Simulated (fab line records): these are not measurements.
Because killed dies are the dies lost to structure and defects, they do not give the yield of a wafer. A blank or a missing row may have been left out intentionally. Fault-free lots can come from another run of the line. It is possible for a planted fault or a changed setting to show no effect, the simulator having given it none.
Which tool was responsible?	flow ritCmos	Sampling: 7 lots, 21 wafers, 2 of 202 route steps

WHAT THE GAUGES SHOWED, per wafer
RIT_REOX_THK_MEAS_04.
lot	measured	on	REOX_OXIDE_THK (nm)
L638	day 3 06:50	filmMetro-04	24.9 25.4 25.3
L640	day 3 17:55	filmMetro-02	23.5 23.4 23.5
L643	day 4 08:16	filmMetro-04	25.3 25.3 25.5
L646	day 4 23:09	filmMetro-02	27.5 27.8 27.6
L648	day 5 16:19	filmMetro-03	25.3 25.4 25.4
L657	day 7 23:41	filmMetro-03	25.8 25.5 25.5
L659	day 8 07:52	filmMetro-03	25.3 25.3 25.0

WHICH TOOL RAN EACH LOT (tool, then ch and the chambers of the sampled wafers, then the start)
lot	RIT_REOX_OXIDATION_03
L638	furnace-04 ch 0, day 3 04:17
L640	furnace-03 ch 0, day 3 15:22
L643	furnace-01 ch 0, day 4 05:43
L646	furnace-01 ch 0, day 4 20:35
L648	furnace-04 ch 0, day 5 13:46
L657	furnace-01 ch 0, day 7 21:07
L659	furnace-01 ch 0, day 8 05:19
- RIT_REOX_OXIDATION_03: target thk 25.2 nm, ox time 5580 s.

THE ANSWER, worked out from the rows above alone
Rule: the lots themselves supply what counts as usual. The widest of any qualifying gaps counts: lots, ordered by their means at a reading, are off when they make up no more than a third of the lots, leave a main group of 4 or more, and stand apart from it by 3 or more times the standard deviation of that group's means. A main group is skipped when, at the precision printed for the reading in the tables above, its means are all equal. Also off: a lot with no number at a reading for which 4 or more lots have one. Any other lot the step has rows for is counted as sound.
Across all readings shown, no lot is off: no conclusion can be drawn from this.

WHAT THE SIMULATOR HAD INSERTED
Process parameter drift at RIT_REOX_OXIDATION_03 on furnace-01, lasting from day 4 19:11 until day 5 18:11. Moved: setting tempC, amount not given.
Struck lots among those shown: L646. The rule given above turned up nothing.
